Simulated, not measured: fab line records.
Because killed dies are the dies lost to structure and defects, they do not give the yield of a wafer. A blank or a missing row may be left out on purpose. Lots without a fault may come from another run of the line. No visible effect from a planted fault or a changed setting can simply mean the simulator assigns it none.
Which tool was responsible? | flow rit cmos | 42 wafers from 14 lots sampled at 5 of the route's 202 steps

## WHAT THE GAUGES SHOWED, per wafer
No reading from a measuring or inspecting step in the record can be judged against a usual standard deviation.

## TOOL THAT RAN EACH LOT (tool first, then ch and the chambers of the sampled wafers, then the start)
lot  | RIT_ACTIVE_EXPOSE_08               | RIT_NLDD_STRIP_09                   | RIT_PLDD_STRIP_09                   | RIT_SPACER_ETCHBACK_05            | RIT_M1_PROBE_99
L770 | iline stepper-01 ch 0, day 1 14:05 | plasma asher-02 ch 0,1, day 2 20:43 | plasma asher-01 ch 0,1, day 2 22:21 | rie diel-02 ch 0,2,3, day 3 00:52 | prober-02, day 3 12:04
L771 | iline stepper-02 ch 0, day 1 19:11 | plasma asher-02 ch 1, day 2 23:07   | plasma asher-01 ch 0,1, day 3 00:32 | rie diel-04 ch 0,1, day 3 03:08   | prober-01, day 3 14:22
L775 | iline stepper-01 ch 0, day 2 15:10 | plasma asher-02 ch 0,1, day 3 20:46 | plasma asher-04 ch 0,1, day 3 22:21 | rie diel-04 ch 1,2,3, day 4 00:56 | prober-01, day 4 12:12
L777 | iline stepper-01 ch 0, day 3 01:10 | plasma asher-01 ch 0,1, day 4 06:10 | plasma asher-04 ch 0,1, day 4 07:43 | rie diel-02 ch 1,2,3, day 4 10:18 | prober-01, day 4 22:08
L781 | iline stepper-02 ch 0, day 3 21:04 | plasma asher-03 ch 0,1, day 5 06:26 | plasma asher-03 ch 0, day 5 07:51   | rie diel-01 ch 0,1,3, day 5 10:37 | prober-02, day 5 22:17
L782 | iline stepper-02 ch 0, day 4 02:37 | plasma asher-02 ch 0,1, day 5 09:17 | plasma asher-03 ch 0,1, day 5 10:43 | rie diel-02 ch 2,3, day 5 13:29   | prober-01, day 6 00:40
L784 | iline stepper-02 ch 0, day 4 12:12 | plasma asher-03 ch 0,1, day 5 16:56 | plasma asher-04 ch 0,1, day 5 18:29 | rie diel-01 ch 0,1,3, day 5 21:00 | prober-01, day 6 08:51
L785 | iline stepper-02 ch 0, day 4 17:05 | plasma asher-01 ch 0,1, day 5 22:16 | plasma asher-03 ch 0,1, day 5 23:48 | rie diel-01 ch 2,3, day 6 02:19   | prober-02, day 6 13:21
L786 | iline stepper-02 ch 0, day 4 22:49 | plasma asher-02 ch 0,1, day 6 02:53 | plasma asher-03 ch 0,1, day 6 04:26 | rie diel-02 ch 0,1, day 6 07:01   | prober-01, day 6 18:34
L787 | iline stepper-02 ch 0, day 5 05:02 | plasma asher-01 ch 0,1, day 6 07:56 | plasma asher-01 ch 0,1, day 6 09:29 | rie diel-04 ch 1,3, day 6 12:00   | prober-02, day 6 23:13
L789 | iline stepper-02 ch 0, day 5 13:11 | plasma asher-02 ch 0,1, day 6 17:25 | plasma asher-01 ch 0,1, day 6 18:58 | rie diel-02 ch 1,2,3, day 6 21:47 | prober-02, day 7 09:04
L791 | iline stepper-02 ch 0, day 5 23:16 | plasma asher-02 ch 0,1, day 7 04:14 | plasma asher-01 ch 0,1, day 7 05:46 | rie diel-04 ch 1,2,3, day 7 08:25 | prober-02, day 7 19:22
L792 | iline stepper-02 ch 0, day 6 04:06 | plasma asher-02 ch 0,1, day 7 07:15 | plasma asher-01 ch 0,1, day 7 08:40 | rie diel-02 ch 0,3, day 7 11:16   | prober-01, day 7 22:19
L793 | iline stepper-02 ch 0, day 6 10:29 | plasma asher-03 ch 0,1, day 7 13:02 | plasma asher-01 ch 0,1, day 7 14:35 | rie diel-02 ch 0,2,3, day 7 17:09 | prober-02, day 8 04:18
- RIT_ACTIVE_EXPOSE_08: exposes mask M1, target cd 1400 nm.
- RIT_NLDD_STRIP_09: strips in O2, time 180 s.
- RIT_PLDD_STRIP_09: strips in O2, time 180 s.
- RIT_SPACER_ETCHBACK_05: etches Si3N4 in SF6/CHF3, stops on SiO2, target depth 250 nm, time 240 s.
- RIT_M1_PROBE_99

## AS READ BY THE TOOLS THEMSELVES (means over the sampled wafers that have a number; for cases with no such wafer, the mark the record gives instead)
RIT_ACTIVE_EXPOSE_08. Usual: 224.93 for exposure dose mJ cm2, sd 0.25.
lot  | tool             | exposure dose mJ cm2 | flag
L770 | iline stepper-01 | 225.10               |
L771 | iline stepper-02 | 225.05               |
L775 | iline stepper-01 | 228.16               | OFF
L777 | iline stepper-01 | 227.75               | OFF
L781 | iline stepper-02 | 224.96               |
L782 | iline stepper-02 | 224.76               |
L784 | iline stepper-02 | 224.78               |
L785 | iline stepper-02 | 225.00               |
L786 | iline stepper-02 | 225.05               |
L787 | iline stepper-02 | 224.54               |
L789 | iline stepper-02 | 224.34               |
L791 | iline stepper-02 | 224.98               |
L792 | iline stepper-02 | 224.76               |
L793 | iline stepper-02 | 224.71               |

RIT_NLDD_STRIP_09. Usual: chamber pressure mTorr 4000 mTorr, standard deviation 3.7; drypump motor current A 5.5 A, standard deviation 0.53.
lot  | tool            | chamber pressure mTorr (mTorr) | drypump motor current A (A) | flag
L770 | plasma asher-02 | 3996                           | 5.9                         |
L771 | plasma asher-02 | 4000                           | 6.2                         |
L775 | plasma asher-02 | 4003                           | 5.9                         |
L777 | plasma asher-01 | 3997                           | 5.4                         |
L781 | plasma asher-03 | 3999                           | 5.4                         |
L782 | plasma asher-02 | 3998                           | 5.9                         |
L784 | plasma asher-03 | 4001                           | 5.7                         |
L785 | plasma asher-01 | 4000                           | 5.4                         |
L786 | plasma asher-02 | 4000                           | 5.9                         |
L787 | plasma asher-01 | 3999                           | 5.1                         |
L789 | plasma asher-02 | 4000                           | 5.9                         |
L791 | plasma asher-02 | 3999                           | 5.5                         |
L792 | plasma asher-02 | 3996                           | 5.5                         |
L793 | plasma asher-03 | 3999                           | 5.7                         |

RIT_PLDD_STRIP_09. Usual: chamber pressure mTorr 4000 mTorr, standard deviation 3.6; drypump motor current A 5.5 A, standard deviation 0.48.
lot  | tool            | chamber pressure mTorr (mTorr) | drypump motor current A (A) | flag
L770 | plasma asher-01 | 4003                           | 5.4                         |
L771 | plasma asher-01 | 4000                           | 5.1                         |
L775 | plasma asher-04 | 4002                           | 5.6                         |
L777 | plasma asher-04 | 4002                           | 5.6                         |
L781 | plasma asher-03 | 3999                           | 5.0                         |
L782 | plasma asher-03 | 4002                           | 5.4                         |
L784 | plasma asher-04 | 3999                           | 5.6                         |
L785 | plasma asher-03 | 4000                           | 5.7                         |
L786 | plasma asher-03 | 3998                           | 5.7                         |
L787 | plasma asher-01 | 4000                           | 5.1                         |
L789 | plasma asher-01 | 4000                           | 5.5                         |
L791 | plasma asher-01 | 4002                           | 5.5                         |
L792 | plasma asher-01 | 3999                           | 5.4                         |
L793 | plasma asher-01 | 3999                           | 5.1                         |

RIT_SPACER_ETCHBACK_05. Usual: CHF3_flow_sccm 30.00 sccm, standard deviation 0.089; chamber pressure mTorr 40.00 mTorr, standard deviation 0.036; drypump motor current A 5.7 A, standard deviation 0.32; oes product au 0.839 a.u., standard deviation 0.012; throttle valve pct 10.27 %, standard deviation 0.12.
lot  | tool        | CHF3_flow_sccm (sccm) | chamber pressure mTorr (mTorr) | drypump motor current A (A) | oes product au (a.u.) | throttle valve pct (%) | flag
L770 | rie diel-02 | 29.97                 | 40.00                          | 5.5                         | 0.841                 | 10.28                  |
L771 | rie diel-04 | 30.00                 | 39.95                          | 5.5                         | 0.854                 | 10.33                  |
L775 | rie diel-04 | 29.94                 | 40.00                          | 5.9                         | 0.830                 | 10.29                  |
L777 | rie diel-02 | 30.01                 | 40.00                          | 5.6                         | 0.839                 | 10.26                  |
L781 | rie diel-01 | 30.04                 | 40.00                          | 6.1                         | 0.833                 | 10.22                  |
L782 | rie diel-02 | 30.01                 | 39.98                          | 5.4                         | 0.848                 | 10.31                  |
L784 | rie diel-01 | 30.09                 | 39.97                          | 6.1                         | 0.849                 | 10.22                  |
L785 | rie diel-01 | 29.98                 | 39.99                          | 5.6                         | 0.844                 | 10.17                  |
L786 | rie diel-02 | 30.05                 | 39.96                          | 5.9                         | 0.829                 | 10.18                  |
L787 | rie diel-04 | 30.05                 | 40.01                          | 5.8                         | 0.857                 | 10.23                  |
L789 | rie diel-02 | 29.99                 | 39.99                          | 5.7                         | 0.840                 | 10.26                  |
L791 | rie diel-04 | 30.04                 | 40.01                          | 5.9                         | 0.836                 | 10.29                  |
L792 | rie diel-02 | 30.04                 | 39.99                          | 5.6                         | 0.849                 | 10.28                  |
L793 | rie diel-02 | 29.99                 | 40.00                          | 5.5                         | 0.842                 | 10.28                  |

RIT_M1_PROBE_99. Usual: killed at contacts 0.1, standard deviation 0.36; killed at front end 7.2, standard deviation 2.9; killed dies 7.4, standard deviation 2.9; killed open 3.8, standard deviation 2; killed short 3.5, standard deviation 2.
lot  | tool      | killed at contacts | killed at front end | killed dies | killed open | killed short | flag
L770 | prober-02 | 0.3                | 9.3                 | 9.7         | 4.0         | 5.7          |
L771 | prober-01 | 0.0                | 10.3                | 10.3        | 5.7         | 4.7          |
L775 | prober-01 | 0.0                | 6.0                 | 6.0         | 2.0         | 3.7          |
L777 | prober-01 | 0.0                | 6.7                 | 6.7         | 4.0         | 2.7          |
L781 | prober-02 | 0.0                | 7.7                 | 7.7         | 3.0         | 4.7          |
L782 | prober-01 | 0.0                | 9.0                 | 9.0         | 3.7         | 5.3          |
L784 | prober-01 | 0.3                | 6.7                 | 7.0         | 3.3         | 3.3          |
L785 | prober-02 | 0.0                | 6.3                 | 6.3         | 2.3         | 4.0          |
L786 | prober-01 | 0.0                | 3.7                 | 3.7         | 2.7         | 1.0          |
L787 | prober-02 | 0.0                | 5.7                 | 5.7         | 2.3         | 3.3          |
L789 | prober-02 | 0.0                | 10.3                | 10.3        | 3.7         | 6.7          |
L791 | prober-02 | 0.3                | 7.7                 | 8.0         | 5.3         | 2.7          |
L792 | prober-01 | 0.0                | 5.3                 | 5.3         | 2.7         | 2.3          |
L793 | prober-02 | 0.7                | 4.0                 | 4.7         | 3.3         | 1.3          |

## THE ANSWER, worked out from the rows above alone
Rule: take the mean of a lot's wafers that have a number; if it is more than 3 standard deviations from the usual mean, the lot is off. Also off: a lot with no number at a reading for which 4 or more lots have one. Any other lot the step has rows for is counted as sound. Order of review: gauges by route order, followed by the tools' own readings, for which a lot's mean as printed above is used. At the first step where some lot is off, the reading lying furthest off is the one used; lots without a number count as furthest.
Off: L775, L777, at RIT_ACTIVE_EXPOSE_08 (exposure dose mJ cm2).
If a tool, at that step or one of the process steps before it, ran each lot that is off and ran no sound lot following the first of them, it fits. One candidate fits, namely iline stepper-01 at RIT_ACTIVE_EXPOSE_08. Its last sound lot is L770 (day 1 14:05), its first lot that is off L775 (day 2 15:10): a fault that began between those two fits.
The tool's own readings at RIT_ACTIVE_EXPOSE_08 bear it out: on the lots that are off they differ by more than 5 times the standard deviation of the sound lots' means. exposure dose mJ cm2 reads 227.95 there against 224.84 on the sound lots.

## WHAT THE SIMULATOR HAD PUT IN
Process parameters drifting: iline stepper-01 at RIT_ACTIVE_EXPOSE_08, beginning at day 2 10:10. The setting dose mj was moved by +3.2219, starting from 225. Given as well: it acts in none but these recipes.
Lots struck among those shown: L775, L777. This agrees with what the rule above found.
